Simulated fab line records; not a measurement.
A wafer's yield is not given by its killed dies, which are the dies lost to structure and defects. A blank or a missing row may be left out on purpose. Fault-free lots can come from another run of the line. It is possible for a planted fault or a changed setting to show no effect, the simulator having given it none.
What tool caused it? || flow berkeley_cmos170 || Sampling: 14 lots, 42 wafers, 3 of 331 route steps

== WHAT THE GAUGES SHOWED, per wafer ==
UCB170_ACTIVE_CD_MEAS_90 targets a cd of 1200 nm.
{"lot": "L151", "measured": "day 5 01:25", "on": "cd_sem-01", "cd_nm (nm)": "1202.5 1200.4 1200.7"}
{"lot": "L152", "measured": "day 5 06:58", "on": "cd_sem-02", "cd_nm (nm)": "1200.3 1199.2 1199.3"}
{"lot": "L153", "measured": "day 5 07:16", "on": "cd_sem-02", "cd_nm (nm)": "1202.7 1202.2 1203.0"}
{"lot": "L154", "measured": "day 5 16:25", "on": "cd_sem-02", "cd_nm (nm)": "1199.6 1201.5 1200.0"}
{"lot": "L156", "measured": "day 6 03:30", "on": "cd_sem-01", "cd_nm (nm)": "1200.3 1200.7 1200.2"}
{"lot": "L155", "measured": "day 6 03:38", "on": "cd_sem-01", "cd_nm (nm)": "1200.0 1198.6 1199.2"}
{"lot": "L157", "measured": "day 6 18:34", "on": "cd_sem-02", "cd_nm (nm)": "- - -"}
{"lot": "L158", "measured": "day 6 18:48", "on": "cd_sem-01", "cd_nm (nm)": "- - -"}
{"lot": "L162", "measured": "day 7 05:42", "on": "cd_sem-02", "cd_nm (nm)": "1198.7 1198.8 1198.5"}
{"lot": "L161", "measured": "day 7 05:56", "on": "cd_sem-02", "cd_nm (nm)": "1198.8 1197.2 1198.8"}
{"lot": "L170", "measured": "day 9 03:07", "on": "cd_sem-01", "cd_nm (nm)": "1199.1 1199.7 1199.9"}
{"lot": "L169", "measured": "day 9 09:22", "on": "cd_sem-02", "cd_nm (nm)": "1198.8 1199.9 1199.3"}
{"lot": "L171", "measured": "day 9 09:26", "on": "cd_sem-02", "cd_nm (nm)": "1200.4 1199.7 1199.5"}
{"lot": "L173", "measured": "day 9 16:03", "on": "cd_sem-02", "cd_nm (nm)": "1200.5 1200.8 1200.7"}

== WHAT TOOL EACH LOT RAN ON (gives the tool, then ch and the chambers of the sampled wafers, and finally the start) ==
{"lot": "L151", "UCB170_ACTIVE_ETCH_15": "rie_diel-04 ch 0,1,3, day 5 01:13", "UCB170_ACTIVE_STRIP_16": "plasma_asher-04 ch 0,1, day 5 01:19"}
{"lot": "L152", "UCB170_ACTIVE_ETCH_15": "rie_diel-01 ch 1,2, day 5 06:46", "UCB170_ACTIVE_STRIP_16": "plasma_asher-04 ch 0,1, day 5 06:52"}
{"lot": "L153", "UCB170_ACTIVE_ETCH_15": "rie_diel-04 ch 0,3, day 5 07:01", "UCB170_ACTIVE_STRIP_16": "plasma_asher-02 ch 0,1, day 5 07:09"}
{"lot": "L154", "UCB170_ACTIVE_ETCH_15": "rie_diel-01 ch 0,1,2, day 5 16:11", "UCB170_ACTIVE_STRIP_16": "plasma_asher-04 ch 0,1, day 5 16:17"}
{"lot": "L156", "UCB170_ACTIVE_ETCH_15": "rie_diel-03 ch 1,2, day 6 03:16", "UCB170_ACTIVE_STRIP_16": "plasma_asher-01 ch 0,1, day 6 03:22"}
{"lot": "L155", "UCB170_ACTIVE_ETCH_15": "rie_diel-01 ch 2,3, day 6 03:23", "UCB170_ACTIVE_STRIP_16": "plasma_asher-04 ch 0,1, day 6 03:29"}
{"lot": "L157", "UCB170_ACTIVE_ETCH_15": "rie_diel-04 ch 1,2,3, day 6 18:19", "UCB170_ACTIVE_STRIP_16": "plasma_asher-02 ch 0,1, day 6 18:27"}
{"lot": "L158", "UCB170_ACTIVE_ETCH_15": "rie_diel-01 ch 1,2,3, day 6 18:34", "UCB170_ACTIVE_STRIP_16": "plasma_asher-01 ch 0,1, day 6 18:41"}
{"lot": "L162", "UCB170_ACTIVE_ETCH_15": "rie_diel-01 ch 0,1,3, day 7 05:29", "UCB170_ACTIVE_STRIP_16": "plasma_asher-04 ch 0,1, day 7 05:35"}
{"lot": "L161", "UCB170_ACTIVE_ETCH_15": "rie_diel-04 ch 0,3, day 7 05:43", "UCB170_ACTIVE_STRIP_16": "plasma_asher-02 ch 0,1, day 7 05:49"}
{"lot": "L170", "UCB170_ACTIVE_ETCH_15": "rie_diel-03 ch 0,1,3, day 9 02:53", "UCB170_ACTIVE_STRIP_16": "plasma_asher-04 ch 0,1, day 9 03:01"}
{"lot": "L169", "UCB170_ACTIVE_ETCH_15": "rie_diel-03 ch 0,2, day 9 09:05", "UCB170_ACTIVE_STRIP_16": "plasma_asher-04 ch 0,1, day 9 09:13"}
{"lot": "L171", "UCB170_ACTIVE_ETCH_15": "rie_diel-01 ch 0,1,2, day 9 09:12", "UCB170_ACTIVE_STRIP_16": "plasma_asher-01 ch 0, day 9 09:18"}
{"lot": "L173", "UCB170_ACTIVE_ETCH_15": "rie_diel-01 ch 0,1, day 9 15:51", "UCB170_ACTIVE_STRIP_16": "plasma_asher-01 ch 0,1, day 9 15:57"}
- UCB170_ACTIVE_ETCH_15: etches Si3N4 in CH3F/Ar/O2, stops on SiO2, target depth 242 nm, time 151 s.
- UCB170_ACTIVE_STRIP_16: strips in O2.

== AS READ BY THE TOOLS THEMSELVES (means over the sampled wafers that have a number; for cases with no such wafer, the mark the record gives instead) ==
UCB170_ACTIVE_ETCH_15.
{"lot": "L151", "tool": "rie_diel-04", "CH3F_flow_sccm (sccm)": 20.01, "O2_flow_sccm (sccm)": 7.004, "chamber_pressure_mTorr (mTorr)": 49.97, "drypump_motor_current_A (A)": 6.0, "oes_product_au (a.u.)": 0.940, "throttle_valve_pct (%)": 8.01}
{"lot": "L152", "tool": "rie_diel-01", "CH3F_flow_sccm (sccm)": 19.95, "O2_flow_sccm (sccm)": 7.023, "chamber_pressure_mTorr (mTorr)": 50.01, "drypump_motor_current_A (A)": 5.6, "oes_product_au (a.u.)": 0.949, "throttle_valve_pct (%)": 8.12}
{"lot": "L153", "tool": "rie_diel-04", "CH3F_flow_sccm (sccm)": 20.05, "O2_flow_sccm (sccm)": 7.018, "chamber_pressure_mTorr (mTorr)": 50.03, "drypump_motor_current_A (A)": 5.9, "oes_product_au (a.u.)": 0.947, "throttle_valve_pct (%)": 8.04}
{"lot": "L154", "tool": "rie_diel-01", "CH3F_flow_sccm (sccm)": 20.03, "O2_flow_sccm (sccm)": 7.012, "chamber_pressure_mTorr (mTorr)": 50.02, "drypump_motor_current_A (A)": 5.9, "oes_product_au (a.u.)": 0.952, "throttle_valve_pct (%)": 8.15}
{"lot": "L156", "tool": "rie_diel-03", "CH3F_flow_sccm (sccm)": 19.94, "O2_flow_sccm (sccm)": 6.971, "chamber_pressure_mTorr (mTorr)": 49.99, "drypump_motor_current_A (A)": 5.5, "oes_product_au (a.u.)": 0.931, "throttle_valve_pct (%)": 8.07}
{"lot": "L155", "tool": "rie_diel-01", "CH3F_flow_sccm (sccm)": 19.99, "O2_flow_sccm (sccm)": 7.013, "chamber_pressure_mTorr (mTorr)": 49.97, "drypump_motor_current_A (A)": 6.0, "oes_product_au (a.u.)": 0.945, "throttle_valve_pct (%)": 8.08}
{"lot": "L157", "tool": "rie_diel-04", "CH3F_flow_sccm (sccm)": "-", "O2_flow_sccm (sccm)": "-", "chamber_pressure_mTorr (mTorr)": "-", "drypump_motor_current_A (A)": "-", "oes_product_au (a.u.)": "-", "throttle_valve_pct (%)": "-"}
{"lot": "L158", "tool": "rie_diel-01", "CH3F_flow_sccm (sccm)": "-", "O2_flow_sccm (sccm)": "-", "chamber_pressure_mTorr (mTorr)": "-", "drypump_motor_current_A (A)": "-", "oes_product_au (a.u.)": "-", "throttle_valve_pct (%)": "-"}
{"lot": "L162", "tool": "rie_diel-01", "CH3F_flow_sccm (sccm)": 20.06, "O2_flow_sccm (sccm)": 7.000, "chamber_pressure_mTorr (mTorr)": 50.00, "drypump_motor_current_A (A)": 6.1, "oes_product_au (a.u.)": 0.965, "throttle_valve_pct (%)": 8.02}
{"lot": "L161", "tool": "rie_diel-04", "CH3F_flow_sccm (sccm)": 19.99, "O2_flow_sccm (sccm)": 7.003, "chamber_pressure_mTorr (mTorr)": 49.97, "drypump_motor_current_A (A)": 5.9, "oes_product_au (a.u.)": 0.936, "throttle_valve_pct (%)": 8.03}
{"lot": "L170", "tool": "rie_diel-03", "CH3F_flow_sccm (sccm)": 19.98, "O2_flow_sccm (sccm)": 6.984, "chamber_pressure_mTorr (mTorr)": 49.98, "drypump_motor_current_A (A)": 5.6, "oes_product_au (a.u.)": 0.941, "throttle_valve_pct (%)": 8.06}
{"lot": "L169", "tool": "rie_diel-03", "CH3F_flow_sccm (sccm)": 20.00, "O2_flow_sccm (sccm)": 6.975, "chamber_pressure_mTorr (mTorr)": 49.99, "drypump_motor_current_A (A)": 5.7, "oes_product_au (a.u.)": 0.943, "throttle_valve_pct (%)": 8.14}
{"lot": "L171", "tool": "rie_diel-01", "CH3F_flow_sccm (sccm)": 20.03, "O2_flow_sccm (sccm)": 7.003, "chamber_pressure_mTorr (mTorr)": 50.02, "drypump_motor_current_A (A)": 5.8, "oes_product_au (a.u.)": 0.959, "throttle_valve_pct (%)": 8.15}
{"lot": "L173", "tool": "rie_diel-01", "CH3F_flow_sccm (sccm)": 20.01, "O2_flow_sccm (sccm)": 7.012, "chamber_pressure_mTorr (mTorr)": 49.97, "drypump_motor_current_A (A)": 5.8, "oes_product_au (a.u.)": 0.967, "throttle_valve_pct (%)": 8.10}

UCB170_ACTIVE_STRIP_16.
{"lot": "L151", "tool": "plasma_asher-04", "chamber_pressure_mTorr (mTorr)": 3501, "drypump_motor_current_A (A)": 5.1, "oes_product_au (a.u.)": 0.719, "strip_time_to_endpoint_s (s)": 17.91}
{"lot": "L152", "tool": "plasma_asher-04", "chamber_pressure_mTorr (mTorr)": 3499, "drypump_motor_current_A (A)": 5.3, "oes_product_au (a.u.)": 0.724, "strip_time_to_endpoint_s (s)": 18.03}
{"lot": "L153", "tool": "plasma_asher-02", "chamber_pressure_mTorr (mTorr)": 3500, "drypump_motor_current_A (A)": 6.0, "oes_product_au (a.u.)": 0.721, "strip_time_to_endpoint_s (s)": 18.02}
{"lot": "L154", "tool": "plasma_asher-04", "chamber_pressure_mTorr (mTorr)": 3500, "drypump_motor_current_A (A)": 5.2, "oes_product_au (a.u.)": 0.719, "strip_time_to_endpoint_s (s)": 17.98}
{"lot": "L156", "tool": "plasma_asher-01", "chamber_pressure_mTorr (mTorr)": 3500, "drypump_motor_current_A (A)": 6.0, "oes_product_au (a.u.)": 0.720, "strip_time_to_endpoint_s (s)": 18.08}
{"lot": "L155", "tool": "plasma_asher-04", "chamber_pressure_mTorr (mTorr)": 3499, "drypump_motor_current_A (A)": 5.1, "oes_product_au (a.u.)": 0.721, "strip_time_to_endpoint_s (s)": 18.19}
{"lot": "L157", "tool": "plasma_asher-02", "chamber_pressure_mTorr (mTorr)": 3501, "drypump_motor_current_A (A)": 6.0, "oes_product_au (a.u.)": 0.733, "strip_time_to_endpoint_s (s)": 21.61}
{"lot": "L158", "tool": "plasma_asher-01", "chamber_pressure_mTorr (mTorr)": 3500, "drypump_motor_current_A (A)": 5.6, "oes_product_au (a.u.)": 0.735, "strip_time_to_endpoint_s (s)": 21.64}
{"lot": "L162", "tool": "plasma_asher-04", "chamber_pressure_mTorr (mTorr)": 3504, "drypump_motor_current_A (A)": 5.3, "oes_product_au (a.u.)": 0.717, "strip_time_to_endpoint_s (s)": 18.07}
{"lot": "L161", "tool": "plasma_asher-02", "chamber_pressure_mTorr (mTorr)": 3503, "drypump_motor_current_A (A)": 6.1, "oes_product_au (a.u.)": 0.723, "strip_time_to_endpoint_s (s)": 17.97}
{"lot": "L170", "tool": "plasma_asher-04", "chamber_pressure_mTorr (mTorr)": 3504, "drypump_motor_current_A (A)": 5.1, "oes_product_au (a.u.)": 0.726, "strip_time_to_endpoint_s (s)": 18.13}
{"lot": "L169", "tool": "plasma_asher-04", "chamber_pressure_mTorr (mTorr)": 3497, "drypump_motor_current_A (A)": 5.3, "oes_product_au (a.u.)": 0.718, "strip_time_to_endpoint_s (s)": 18.07}
{"lot": "L171", "tool": "plasma_asher-01", "chamber_pressure_mTorr (mTorr)": 3502, "drypump_motor_current_A (A)": 6.5, "oes_product_au (a.u.)": 0.720, "strip_time_to_endpoint_s (s)": 17.99}
{"lot": "L173", "tool": "plasma_asher-01", "chamber_pressure_mTorr (mTorr)": 3499, "drypump_motor_current_A (A)": 6.0, "oes_product_au (a.u.)": 0.724, "strip_time_to_endpoint_s (s)": 17.97}

== THE ANSWER, worked out from the rows above alone ==
Rule: what is usual is taken from the lots themselves. Put in order of their means at a reading, lots are off if they are a third of the lots or fewer, leave a main group of 4 or more, and stand apart from it by a gap of 3 or more times the standard deviation of the main group's means; of several such gaps the widest counts. If all means in a main group match to the digits the tables above print for the reading, that group is not used. A lot without any number at a reading at which 4 lots or more have one is off too. Any other lot the step has rows for is counted as sound. Order of review: gauges by route order, followed by the tools' own readings, for which a lot's mean as printed above is used. The first step at which some lot is off is used, and at that step the reading that is off furthest; a lot without a number counts as furthest.
Off: L157, L158, at UCB170_ACTIVE_CD_MEAS_90 (cd_nm). Without a number there: L157, L158. The main group: mean 1200.0 nm, standard deviation 1.1.
If a tool, at a process step before that reading, ran all the lots that are off and no sound lot after the first of them, it fits. Not tried: the gauges at UCB170_ACTIVE_CD_MEAS_90; whatever is off there is also off at UCB170_ACTIVE_ETCH_15, on other tools, and gauge error can't account for it. No candidate that was tried fits.

== WHAT WAS PUT IN BY THE SIMULATOR ==
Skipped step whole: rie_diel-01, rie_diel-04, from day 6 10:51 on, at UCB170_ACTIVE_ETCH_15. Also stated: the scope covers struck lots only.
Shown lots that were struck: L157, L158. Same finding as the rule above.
